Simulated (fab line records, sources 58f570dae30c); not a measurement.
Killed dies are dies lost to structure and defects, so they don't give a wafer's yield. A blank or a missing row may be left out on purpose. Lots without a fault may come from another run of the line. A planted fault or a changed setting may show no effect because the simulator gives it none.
One fault seen from 2 desks | flow berkeley_cmos170 | each desk has only its own numbers; what lay behind them comes last

THE TOOL OWNER'S DESK: litho_track-01
The tool's own readings at UCB170_M3_SOFTBAKE_06 (time 60 s): means of the sampled wafers that have a number, for each lot that ran on this tool. A lot is out of limits, marked OUT, if its mean lies more than 4 standard deviations from the usual mean; the brackets give that distance.
Columns: A = run_length_s at UCB170_M3_SOFTBAKE_06, usual 89.19 s
lot  | first seen here | A
L273 | day 9 02:49     | 89.35
L275 | day 9 14:43     | 89.20
L278 | day 9 21:51     | 89.24
L277 | day 10 10:51    | 89.25
L282 | day 10 18:39    | 89.31
L285 | day 11 20:22    | 128.33 (+99 or more) OUT
L287 | day 12 06:38    | 128.25 (+99 or more) OUT
This desk's finding: out of limits on L285, L287; first on L285, day 11 20:22 (run_length_s at UCB170_M3_SOFTBAKE_06). In limits: L273, L275, L278, L277, L282.

THE METROLOGY DESK
What the gauges read, lot by lot, whatever tool the lot ran on: means of the sampled wafers that have a number. A lot is out of limits, marked OUT, if its mean lies more than 4 standard deviations from the usual mean; the brackets give that distance.
Columns: A = M2_OVL at UCB170_M2_OVL_MEAS_16, usual -3 nm; B = V2_OVL at UCB170_V2_OVL_MEAS_13, usual -2 nm
lot  | first seen here | A  | B
L271 | day 8 03:47     | -6 | -3
L272 | day 8 11:13     | -4 | 8
L273 | day 8 23:14     | 2  | 1
L274 | day 9 09:46     | 1  | -5
L275 | day 9 11:06     | -4 | -4
L276 | day 9 15:08     | 0  | 4
L278 | day 9 17:37     | -6 | -5
L277 | day 10 05:52    | -3 | 2
L282 | day 10 14:40    | -5 | -6
L285 | day 11 16:57    | 4  | -6
L287 | day 12 00:54    | -6 | 0
L290 | day 12 22:46    | -3 | -7
L291 | day 13 02:04    | -4 | 2
This desk's finding: nothing out of limits on any of the 13 lots.

PUT TOGETHER
The tool owner's desk could have raised an alarm at day 11 20:22, on L285, L287.
The metrology desk saw nothing out of limits.
The metrology desk has L285, L287 on record, within its limits.
Of the lots named, all ran UCB170_M3_SOFTBAKE_06 on litho_track-01.

WHAT THE SIMULATOR HAD PUT IN
Process parameter drift: litho_track-01, from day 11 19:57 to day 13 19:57, at UCB170_M3_SOFTBAKE_06. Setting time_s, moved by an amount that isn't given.
Lots struck among those shown: L285, L287.
Hours from the fault's start to each desk's first reading out of limits: the tool owner's desk, 0.
